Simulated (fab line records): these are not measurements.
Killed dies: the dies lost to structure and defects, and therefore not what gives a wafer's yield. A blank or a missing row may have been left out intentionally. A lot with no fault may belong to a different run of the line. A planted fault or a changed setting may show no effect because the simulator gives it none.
Problem report, 8D (eight disciplines) form, completed by code :: flow berkeley_cmos170 :: the parts of the form that need people (team, actions taken, sign-off) are left out

== 1. THE PROBLEM ==
run_length_s at UCB170_SPACER_ETCHBACK_03 reads a mean of 208.6 s on 4 wafers of 3 lots; wafers without a fault read 128.2 s with a standard deviation of 0.46. So: +99 or more standard deviations from the usual mean.
The step: etches SiO2 in CHF3/CF4/Ar, stops on Si, target depth 376 nm, time 100 s.
First seen on wafer L291.6, day 10 22:16, on rie_diel-03. The record has a number at this step for 45 wafers belonging to 15 lots. The rule behind "out" and "out of limits": a value lying over 4 standard deviations away from the usual mean. The other wafers with a number count as sound.

== 2. WHAT IT IS, WHAT IT ISN'T ==
question: which readings at this step
is: run_length_s, oes_product_au
is not: drypump_motor_current_A, throttle_valve_pct

question: which lots
is: L290, L291, L292
is not: L275, L276, L280, L281, L282, L283, L285, L286, L293, L294, L297, L298

question: which wafers of those lots
is: L290.3, L290.5, L291.6, L292.4
is not: L290.1, L291.3, L291.4, L292.1, L292.2

question: read on which tools
is: rie_diel-03
is not: rie_diel-01, rie_diel-02

question: when
is: from day 10 22:16
is not: up to then (26 sound wafers); but 15 sound wafers of L290, L292, L293, L294, L297, L298 came after

== 3. WHAT RULES OUT EACH SUSPECT ==
Counting: any tool at a process step up to the reading remains a suspect provided it ran every lot that is out. Sound lots after the first of them don't rule it out here, since some wafers of a struck lot are sound.
- rie_diel-03 at UCB170_SPACER_ETCHBACK_03 (etches SiO2 in CHF3/CF4/Ar, stops on Si, target depth 376 nm, time 100 s): kept. Ran every lot that is out, first one L291 (day 10 22:16); last sound lot up to then L285 (day 9 22:55). Out on those wafers are its own readings of oes_product_au, run_length_s.
- rie_diel-03, UCB170_SPACER_ETCHBACK_03: wafers that are out in chamber 0, sound lot-mates in chambers 1, 3.
Remaining after the count: rie_diel-03 at UCB170_SPACER_ETCHBACK_03.

== 4. THE CAUSE (what the simulator had put in) ==
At UCB170_SPACER_ETCHBACK_03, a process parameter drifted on rie_diel-03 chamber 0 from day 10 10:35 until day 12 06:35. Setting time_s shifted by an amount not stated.
Counting left only this tool.

== 5. SEQUENCE OF EFFECTS, ordered by route ==
Each row: a reading where the mean over the struck wafers with a number is more than 3 standard deviations away from the usual. Readings are gone through only where the record gives a usual standard deviation; hours: the median, over the lots, of the time from a lot's start at the first step in this table giving one to that lot's start at this step; sigmas: the change measured in usual standard deviations.
hours: 0
step: UCB170_SPACER_ETCHBACK_03
reading: oes_product_au
usual: 0.901 a.u.
on struck wafers: 0.602
change: -0.299
sigmas: -19

hours: 0
step: UCB170_SPACER_ETCHBACK_03
reading: run_length_s
usual: 128.2 s
on struck wafers: 208.6
change: +80.4
sigmas: +99 or more
Process steps it contains:
- UCB170_SPACER_ETCHBACK_03: etches SiO2 in CHF3/CF4/Ar, stops on Si, target depth 376 nm, time 100 s.

== 6. HOW IT WOULD HAVE BEEN CAUGHT EARLIER ==
In this record no reading fell out of limits until day 10 22:16, 12 hours after the fault had begun at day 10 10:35.
